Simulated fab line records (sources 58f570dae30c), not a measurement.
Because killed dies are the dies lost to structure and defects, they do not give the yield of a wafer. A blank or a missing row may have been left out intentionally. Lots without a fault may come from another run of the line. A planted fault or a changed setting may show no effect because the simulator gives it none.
Which tool was responsible? :: flow berkeley_cmos170 :: Sampling: 6 lots, 18 wafers, 2 of 331 route steps

WHAT THE GAUGES SHOWED, per wafer
UCB170_ACTIVE_OVL_MEAS_14.
lot: L830
measured: day 5 12:08
on: overlay-01
ACTIVE_OVL (nm): -4 -16 -8

lot: L833
measured: day 5 15:41
on: overlay-01
ACTIVE_OVL (nm): -13 -2 -12

lot: L837
measured: day 6 15:50
on: overlay-02
ACTIVE_OVL (nm): -3 4 -6

lot: L841
measured: day 7 11:41
on: overlay-02
ACTIVE_OVL (nm): -4 2 -10

lot: L849
measured: day 9 08:40
on: overlay-01
ACTIVE_OVL (nm): -8 2 -5

lot: L850
measured: day 9 09:11
on: overlay-01
ACTIVE_OVL (nm): 0 9 0

EACH LOT AND THE TOOL THAT RAN IT (in order: tool; ch and the chambers of the sampled wafers; start)
lot: L830
UCB170_NWELL_EXPOSE_09: krf_scanner-02 ch 0, day 3 01:46

lot: L833
UCB170_NWELL_EXPOSE_09: krf_scanner-02 ch 0, day 3 11:31

lot: L837
UCB170_NWELL_EXPOSE_09: krf_scanner-02 ch 0, day 4 09:46

lot: L841
UCB170_NWELL_EXPOSE_09: krf_scanner-02 ch 0, day 5 01:35

lot: L849
UCB170_NWELL_EXPOSE_09: krf_scanner-02 ch 0, day 6 19:06

lot: L850
UCB170_NWELL_EXPOSE_09: krf_scanner-01 ch 0, day 7 04:22
- UCB170_NWELL_EXPOSE_09: exposes mask NWELL, target cd 3000 nm.

THE ANSWER, worked out from the rows above alone
Rule: the lots themselves supply what counts as usual. Put in order of their means at a reading, lots are off if they are a third of the lots or fewer, leave a main group of 4 or more, and stand apart from it by a gap of 3 or more times the standard deviation of the main group's means; of several such gaps the widest counts. The tables above print the reading to a certain number of digits; a main group whose means all agree to those digits is not used. A lot without any number at a reading at which 4 lots or more have one is off too. Any other lot the step has rows for is counted as sound.
None of the lots is off at any reading shown; this tells nothing.

WHAT THE SIMULATOR HAD INSERTED
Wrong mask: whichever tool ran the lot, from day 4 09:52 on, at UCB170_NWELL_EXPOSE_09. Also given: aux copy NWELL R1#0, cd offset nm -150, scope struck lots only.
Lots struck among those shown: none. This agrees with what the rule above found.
